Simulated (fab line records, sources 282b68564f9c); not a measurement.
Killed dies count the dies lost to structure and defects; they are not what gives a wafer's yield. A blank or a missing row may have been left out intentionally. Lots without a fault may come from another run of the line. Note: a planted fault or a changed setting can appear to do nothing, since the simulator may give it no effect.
fab line records / flow rit_cmos
record lots=14 wafers=42 last_day=7
route steps=202 shown PSD@147 M1@202
lots that met no fault: from a run of the same line without faults
start_h: hours from the record's first day to the start of the lot's first wafer shown / wait_h: hours elapsed since this lot's preceding step / " same as the row above / L1.1+2: several wafers, shown together as one row / - no value, or no start given / * or withheld: withheld / < > ~ a bound
route shown NAME@n: NAME is a module with steps in the file, n the number in the route of the first one / usual: mean/standard deviation taken from wafers without a fault / same: alike in all rows / chamber/n: place in a boat / sites: each site's reading / _std_site: their standard deviation / _edge_site: inner sites' mean taken away from outer sites' mean / radius_mm: how far each site lies from the wafer's centre / mask NAME#n: copy n / behind: tool/chamber where the wafer was last shaped / hold: the reason the lot was held/the length of the hold in hours/how it ended / device: whichever transistor did not switch (one of n, p or np) / end of line: the tests these same wafers got at the end of their route / a step with no rows: only its recipe / killed: the dies lost at the first sort to structure and to defects; this is not the yield of the wafer / map: the dies of a wafer, with x for killed, . for not killed, _ for no die there
set.NAME: the setting as run; set.NAME@STEP: as run at that earlier step / model.NAME: the simulator's own value behind a step, which no gauge read
one table for each step of the route and one row for each wafer, over a sample of lots
## steps
# step RIT_PSD_DEVELOP_05
# recipe resist=NOVOLAK develop_time_s=50 dev_temp_c=23
# usual developer_temp_C=23.00/0.11
lot.wafer=L527.3 tool=litho_track-02 chamber=0 start_h=50 wait_h=- developer_temp_C=23.07
lot.wafer=L527.5 tool=litho_track-02 chamber=0 start_h=50 wait_h=- developer_temp_C=22.99
lot.wafer=L527.6 tool=litho_track-02 chamber=0 start_h=50 wait_h=- developer_temp_C=22.98
lot.wafer=L528.1 tool=litho_track-04 chamber=0 start_h=55 wait_h=- developer_temp_C=22.96
lot.wafer=L528.2 tool=litho_track-04 chamber=0 start_h=55 wait_h=- developer_temp_C=22.88
lot.wafer=L528.6 tool=litho_track-04 chamber=0 start_h=55 wait_h=- developer_temp_C=23.03
lot.wafer=L529.4 tool=litho_track-01 chamber=0 start_h=68 wait_h=- developer_temp_C=22.99
lot.wafer=L529.5 tool=litho_track-01 chamber=0 start_h=68 wait_h=- developer_temp_C=22.89
lot.wafer=L529.6 tool=litho_track-01 chamber=0 start_h=68 wait_h=- developer_temp_C=22.92
lot.wafer=L530.4 tool=litho_track-02 chamber=0 start_h=68 wait_h=- developer_temp_C=23.11
lot.wafer=L530.5 tool=litho_track-02 chamber=0 start_h=68 wait_h=- developer_temp_C=23.28
lot.wafer=L530.6 tool=litho_track-02 chamber=0 start_h=69 wait_h=- developer_temp_C=23.22
lot.wafer=L532.2 tool=litho_track-02 chamber=0 start_h=79 wait_h=- developer_temp_C=22.97
lot.wafer=L532.4 tool=litho_track-02 chamber=0 start_h=79 wait_h=- developer_temp_C=22.87
lot.wafer=L532.5 tool=litho_track-02 chamber=0 start_h=79 wait_h=- developer_temp_C=23.06
lot.wafer=L533.1 tool=litho_track-01 chamber=0 start_h=86 wait_h=- developer_temp_C=23.18
lot.wafer=L533.5 tool=litho_track-01 chamber=0 start_h=87 wait_h=- developer_temp_C=23.08
lot.wafer=L533.6 tool=litho_track-01 chamber=0 start_h=87 wait_h=- developer_temp_C=23.20
lot.wafer=L535.2 tool=litho_track-02 chamber=0 start_h=90 wait_h=- developer_temp_C=23.10
lot.wafer=L535.5 tool=litho_track-02 chamber=0 start_h=90 wait_h=- developer_temp_C=22.99
lot.wafer=L535.6 tool=litho_track-02 chamber=0 start_h=90 wait_h=- developer_temp_C=23.11
lot.wafer=L539.2 tool=litho_track-02 chamber=0 start_h=114 wait_h=- developer_temp_C=22.97
lot.wafer=L539.5 tool=litho_track-02 chamber=0 start_h=114 wait_h=- developer_temp_C=23.08
lot.wafer=L539.6 tool=litho_track-02 chamber=0 start_h=114 wait_h=- developer_temp_C=22.94
lot.wafer=L540.1 tool=litho_track-04 chamber=0 start_h=120 wait_h=- developer_temp_C=22.89
lot.wafer=L540.5 tool=litho_track-04 chamber=0 start_h=120 wait_h=- developer_temp_C=23.10
lot.wafer=L540.6 tool=litho_track-04 chamber=0 start_h=120 wait_h=- developer_temp_C=22.95
lot.wafer=L541.1 tool=litho_track-01 chamber=0 start_h=123 wait_h=- developer_temp_C=22.96
lot.wafer=L541.2 tool=litho_track-01 chamber=0 start_h=123 wait_h=- developer_temp_C=23.01
lot.wafer=L541.5 tool=litho_track-01 chamber=0 start_h=123 wait_h=- developer_temp_C=22.83
lot.wafer=L546.1 tool=litho_track-02 chamber=0 start_h=149 wait_h=- developer_temp_C=22.04
lot.wafer=L546.2 tool=litho_track-02 chamber=0 start_h=149 wait_h=- developer_temp_C=22.10
lot.wafer=L546.6 tool=litho_track-02 chamber=0 start_h=149 wait_h=- developer_temp_C=22.15
lot.wafer=L547.1 tool=litho_track-04 chamber=0 start_h=151 wait_h=- developer_temp_C=22.75
lot.wafer=L547.3 tool=litho_track-04 chamber=0 start_h=152 wait_h=- developer_temp_C=22.80
lot.wafer=L547.5 tool=litho_track-04 chamber=0 start_h=152 wait_h=- developer_temp_C=22.88
lot.wafer=L549.2 tool=litho_track-02 chamber=0 start_h=163 wait_h=- developer_temp_C=22.06
lot.wafer=L549.3 tool=litho_track-02 chamber=0 start_h=163 wait_h=- developer_temp_C=22.14
lot.wafer=L549.6 tool=litho_track-02 chamber=0 start_h=163 wait_h=- developer_temp_C=22.19
lot.wafer=L550.1 tool=litho_track-01 chamber=0 start_h=170 wait_h=- developer_temp_C=23.14
lot.wafer=L550.2 tool=litho_track-01 chamber=0 start_h=170 wait_h=- developer_temp_C=23.08
lot.wafer=L550.6 tool=litho_track-01 chamber=0 start_h=170 wait_h=- developer_temp_C=23.04
# step RIT_M1_PROBE_99
# usual killed_at_contacts=0.0/0.22 killed_at_front_end=7/3.2 killed_dies=8/3.2 killed_open=3.7/2.1 killed_short=3.8/2.2
# same gross_dies=264 killed_at_M0_to_M3=0 killed_at_M4_up=0 killed_at_back_side=0 killed_at_other=0
lot.wafer=L546.1 tool=prober-02 chamber=- start_h=157.99 wait_h=0.1 killed_at_contacts=0 killed_at_front_end=9 killed_dies=9 killed_open=3 killed_short=6
lot.wafer=L546.2 tool=prober-02 chamber=- start_h=158.04 wait_h=0.1 killed_at_contacts=0 killed_at_front_end=6 killed_dies=6 killed_open=2 killed_short=4
lot.wafer=L546.6 tool=prober-02 chamber=- start_h=158.24 wait_h=0.2 killed_at_contacts=0 killed_at_front_end=10 killed_dies=10 killed_open=3 killed_short=7
# killed by level:class
L546.1 GATE:geometric_particle:short=2 FOX1:geometric_particle:short=1 FOX2:geometric_particle:short=1 GATE:geometric_particle:open=1 REOX:geometric_particle:short=1 SPACER:geometric_particle:open=1 SILICIDE:geometric_particle:short=1 SILICIDE:geometric_particle:open=1
L546.2 GATE:geometric_particle:short=3 SPACER:geometric_particle:open=1 SILICIDE:geometric_particle:short=1 SILICIDE:geometric_particle:open=1
L546.6 FOX2:geometric_particle:short=3 FOX2:geometric_particle:open=2 SPACER:geometric_particle:short=2 GATE:geometric_particle:short=1 SPACER:geometric_particle:open=1 SILICIDE:geometric_particle:short=1
## key
first_sign step=RIT_PSD_DEVELOP_05 reading=developer_temp_C direction=down sigmas=7.8 usual=* struck=*
effect none on later readings
met_at RIT_PSD_DEVELOP_05
struck_lots L546,L549
tester_left_out L546,L549
onset_between 114 149
fault kind=process_parameter_drift tool=litho_track-02 chamber=- onset_h=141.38 steps=RIT_PSD_DEVELOP_05 channel=dev_temp_c offset=* shape=step end_h=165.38 acts_in=* stated=*
# tester_left_out: of these lots the tester's yield and bins aren't shown, on N5 and GAA mostly nor the transistor test; their killed dies are dies lost to structure and defects alone, not to doping, threshold or leakage, so they don't give the yield
